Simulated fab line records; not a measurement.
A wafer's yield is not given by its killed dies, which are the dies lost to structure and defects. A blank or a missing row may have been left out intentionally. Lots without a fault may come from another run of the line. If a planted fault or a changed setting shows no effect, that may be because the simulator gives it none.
fab line records | flow berkeleyCmos170
record: lots: 5 wafers: 15 lastDay: 10
route steps=331 shown ACTIVE@63
lots that met no fault: from a run of the same line without faults
startH: start of the lot's first displayed wafer, in hours after the record's first day | waitH: hours elapsed since this lot's preceding step | " as in the row above | L1.1+2: a single row standing in for several wafers | - value missing, or start not given | * or withheld: withheld | < > ~ a bound
route shown NAME@n: NAME is a module with steps in the file, n the number in the route of the first one | usual: mean/standard deviation taken from wafers without a fault | same: alike in all rows | chamber/n: place in a boat | sites: readings site by site | _std_site: the standard deviation of these | _edge_site: outer sites' mean less inner sites' | radiusMm: how far each site lies from the wafer's centre | mask NAME#n: copy n | behind: the tool/chamber that last shaped the wafer | hold: why the lot went on hold/how many hours it stayed there/how the hold came to an end | device: the n, p or np transistor that did not switch | end of line: tests of these same wafers at the route's end | a step given without rows: its recipe and nothing more | killed: the dies lost at the first sort to structure and to defects; this is not the yield of the wafer | map: a wafer's dies, marking killed ones x, the rest . and places with no die _
set.NAME: the run value of the setting; set.NAME@STEP: its run value at that earlier step | model.NAME: the simulator's own value behind a step, which no gauge read
certain route steps with their lots: each step a table, each wafer a row
services: the hour from which a tool's chamber was out of use, counted from the record's first day as startH (under 0 if before that day), plus the number of hours and why
== steps ==
step: UCB170_ACTIVE_THK_MEAS_03
recipe: reads: SiO2_of_ACTIVE_OXIDATION_02
usual: ACTIVE_OXIDE_THK: 26.3/0.45
columns lot.wafer tool chamber startH waitH ACTIVE_OXIDE_THK[nm]
L075.1 filmMetro-03 - 75.72 0.0 26.2
L075.2 " - " " 26.4
L075.6 " - " " 26.1
L079.2 filmMetro-04 - 87.36 0.0 26.7
L079.3 " - " " 26.9
L079.4 " - " " 26.9
L081.1 filmMetro-02 - 100.90 0.0 26.5
L081.4 " - " " 26.6
L081.5 " - " " 26.7
L084.2 filmMetro-03 - 119.90 0.0 26.0
L084.3 " - " " 25.7
L084.6 " - " " 26.2
L088.1 filmMetro-04 - 147.70 0.0 25.6
L088.2 " - " " 25.8
L088.3 " - " " 25.4
step: UCB170_ACTIVE_ANNEAL_04
recipe: tempC: 1000 timeS: 900 ambient: N2
columns lot.wafer tool chamber startH waitH
L075.1+2+6 furnace-03 0 79.97 4.2
L079.2+3+4 furnace-03 0 91.25 3.9
L081.1+4+5 furnace-04 0 105.70 4.8
L084.2+3+6 furnace-04 0 123.74 3.8
L088.1+2+3 furnace-03 0 149.04 1.3
step: UCB170_ACTIVE_CVD_05
recipe: material: Si3N4 targetThkNm: 220 tempC: 800 precursor: SiH2Cl2/NH3 timeS: 3300 pressureMtorr: 200 sih2cl2FlowSccm: 25 nh3FlowSccm: 75
usual: sih2cl2FlowSccm: 25.01/0.072
columns lot.wafer tool chamber startH waitH sih2cl2FlowSccm
L075.1 lpcvd-01 1 81.22 0.0 25.01
L075.2 " 1 " " 24.93
L075.6 " 1 " " 25.08
L079.2 lpcvd-01 1 92.50 0.0 25.04
L079.3 " 1 " " 25.08
L079.4 " 1 " " 25.09
L081.1 lpcvd-01 0 107.41 0.5 25.02
L081.4 " 0 " " 24.90
L081.5 " 0 " " 25.01
L084.2 lpcvd-02 1 124.99 0.0 24.95
L084.3 " 1 " " 24.97
L084.6 " 1 " " 24.97
L088.1 lpcvd-01 1 151.55 1.3 25.02
L088.2 " 1 " " 25.02
L088.3 " 1 " " 25.08
step: UCB170_ACTIVE_THK_MEAS_06
recipe: reads: Si3N4_of_ACTIVE_CVD_05
usual: ACTIVE_NITRIDE_THK: 220.6/2.1
columns lot.wafer tool chamber startH waitH ACTIVE_NITRIDE_THK[nm]
L075.1 filmMetro-04 - 83.14 0.0 223.7
L075.2 " - " " 222.2
L075.6 " - " " 221.7
L079.2 filmMetro-04 - 94.43 0.0 217.9
L079.3 " - " " 217.7
L079.4 " - " " 217.7
L081.1 filmMetro-04 - 111.72 0.0 219.8
L081.4 " - " " 219.6
L081.5 " - " " 219.9
L084.2 filmMetro-03 - 126.91 0.0 216.0
L084.3 " - " " 217.9
L084.6 " - " " 217.8
L088.1 filmMetro-04 - 153.47 0.0 219.0
L088.2 " - " " 221.5
L088.3 " - " " 220.4
step: UCB170_ACTIVE_HMDS_07
recipe: primeTimeS: 60 primeTempC: 100
usual: exhaustPa: 45.2/0.85
columns lot.wafer tool chamber startH waitH exhaustPa
L075.1 lithoTrack-03 0 83.49 0.3 45.8
L075.2 " 0 " " 44.2
L075.6 " 0 " " 44.7
L079.2 lithoTrack-03 0 94.50 0.1 45.6
L079.3 " 0 " " 45.5
L079.4 " 0 " " 44.9
L081.1 lithoTrack-01 0 111.78 0.1 46.9
L081.4 " 0 " " 45.9
L081.5 " 0 " " 44.8
L084.2 lithoTrack-03 0 126.99 0.1 45.3
L084.3 " 0 " " 43.7
L084.6 " 0 " " 44.6
L088.1 lithoTrack-01 0 154.82 1.3 45.8
L088.2 " 0 " " 46.8
L088.3 " 0 " " 44.4
step: UCB170_ACTIVE_COAT_08
recipe: resist: KrF spinRpm: 1500 resistThkNm: 900
usual: exhaustPa: 44.9/0.84
columns lot.wafer tool chamber startH waitH exhaustPa
L075.1 lithoTrack-03 0 83.64 0.1 44.2
L075.2 " 0 " " 45.2
L075.6 " 0 " " 44.0
L079.2 lithoTrack-03 0 94.65 0.1 44.9
L079.3 " 0 " " 44.1
L079.4 " 0 " " 44.7
L081.1 lithoTrack-01 0 111.93 0.1 45.8
L081.4 " 0 " " 44.4
L081.5 " 0 " " 45.4
L084.2 lithoTrack-03 0 127.14 0.1 44.5
L084.3 " 0 " " 45.4
L084.6 " 0 " " 44.7
L088.1 lithoTrack-01 0 154.97 0.1 45.7
L088.2 " 0 " " 45.1
L088.3 " 0 " " 45.7
step: UCB170_ACTIVE_SOFTBAKE_09
recipe: resist: KrF tempC: 130 timeS: 60
usual: exhaustPa: 45.0/0.89
columns lot.wafer tool chamber startH waitH exhaustPa
L075.1 lithoTrack-03 0 83.79 0.1 45.6
L075.2 " 0 " " 44.8
L075.6 " 0 " " 45.2
L079.2 lithoTrack-03 0 94.80 0.1 45.0
L079.3 " 0 " " 45.7
L079.4 " 0 " " 44.7
L081.1 lithoTrack-01 0 112.08 0.1 44.2
L081.4 " 0 " " 43.2
L081.5 " 0 " " 44.3
L084.2 lithoTrack-03 0 127.29 0.1 46.0
L084.3 " 0 " " 46.2
L084.6 " 0 " " 46.6
L088.1 lithoTrack-01 0 155.12 0.1 45.4
L088.2 " 0 " " 46.3
L088.3 " 0 " " 45.2
step: UCB170_ACTIVE_EXPOSE_10
recipe: maskId: ACTIVE targetCdNm: 1200 na: 0.5 sigmaOuter: 0.6 sourceShape: conventional doseMj: 20
usual: stageVelMmS: 500.04/0.29
columns lot.wafer tool chamber startH waitH mask stageVelMmS
L075.1 krfScanner-01 0 84.16 0.4 ACTIVE#0 500.29
L075.2 " 0 " " ACTIVE#0 500.12
L075.6 " 0 " " ACTIVE#0 500.27
L079.2 krfScanner-02 0 95.19 0.4 ACTIVE#0 500.02
L079.3 " 0 " " ACTIVE#0 500.07
L079.4 " 0 " " ACTIVE#0 499.87
L081.1 krfScanner-01 0 112.23 0.1 ACTIVE#0 500.25
L081.4 " 0 " " ACTIVE#0 500.10
L081.5 " 0 " " ACTIVE#0 499.94
L084.2 krfScanner-01 0 127.43 0.1 ACTIVE#0 499.98
L084.3 " 0 " " ACTIVE#0 500.23
L084.6 " 0 " " ACTIVE#0 500.09
L088.1 krfScanner-02 0 - - ACTIVE#0 500.45
L088.2 " 0 " " ACTIVE#0 499.95
L088.3 " 0 " " ACTIVE#0 500.09
step: UCB170_ACTIVE_PEB_11
recipe: pebTempC: 130 pebTimeS: withheld resist: KrF
usual: exhaustPa: 45.0/0.97
columns lot.wafer tool chamber startH waitH exhaustPa
L075.1 lithoTrack-01 0 84.39 0.2 44.4
L075.2 " 0 " " 43.8
L075.6 " 0 " " 43.8
L079.2 lithoTrack-01 0 95.40 0.2 44.6
L079.3 " 0 " " 46.2
L079.4 " 0 " " 44.9
L081.1 lithoTrack-01 0 112.35 0.1 46.1
L081.4 " 0 " " 44.9
L081.5 " 0 " " 45.2
L084.2 lithoTrack-03 0 127.89 0.4 44.7
L084.3 " 0 " " 44.0
L084.6 " 0 " " 44.6
L088.1 lithoTrack-04 0 - - 45.0
L088.2 " 0 " " 44.7
L088.3 " 0 " " 46.5
step: UCB170_ACTIVE_DEVELOP_12
recipe: developer: TMAH developTimeS: 45 resist: KrF devTempC: 21
usual: exhaustPa: 45.1/0.82
columns lot.wafer tool chamber startH waitH exhaustPa
L075.1 lithoTrack-01 0 - - 45.1
L075.2 " 0 " " 45.6
L075.6 " 0 " " 44.8
L079.2 lithoTrack-01 0 - - 44.4
L079.3 " 0 " " 43.5
L079.4 " 0 " " 44.3
L081.1 lithoTrack-01 0 - - 44.9
L081.4 " 0 " " 44.9
L081.5 " 0 " " 44.0
L084.2 lithoTrack-03 0 - - 45.5
L084.3 " 0 " " 45.0
L084.6 " 0 " " 45.1
L088.1 lithoTrack-04 0 - - 45.6
L088.2 " 0 " " 44.4
L088.3 " 0 " " 45.1
step: UCB170_ACTIVE_CD_MEAS_13
recipe: targetCdNm: 1200
usual: cdNm: 1200.3/1.3
columns lot.wafer tool chamber startH waitH cdNm
L075.1 cdSem-01 - 84.67 - 1199.8
L075.2 " - " " 1201.8
L075.6 " - " " 1200.7
L079.2 cdSem-02 - 95.67 - 1201.6
L079.3 " - " " 1202.3
L079.4 " - " " 1202.0
L081.1 cdSem-01 - 112.62 - 1200.1
L081.4 " - " " 1199.7
L081.5 " - " " 1200.1
L084.2 cdSem-01 - 128.16 - 1199.1
L084.3 " - " " 1200.6
L084.6 " - " " 1202.7
L088.1 cdSem-02 - 157.23 - 1200.2
L088.2 " - " " 1199.2
L088.3 " - " " 1198.4
== services ==
columns tool chamber startH hours kind
krfScanner-02 - 76.53 1.3 pm
krfScanner-01 - 80.29 3.6 pm
krfScanner-02 - 105.37 1.0 pm
krfScanner-01 - 111.10 1.0 pm
krfScanner-02 - 115.77 3.6 pm
lpcvd-02 - 119.17 0.6 repair
krfScanner-01 - 126.02 1.3 pm
furnace-03 - 133.51 3.1 pm
== key ==
fault none
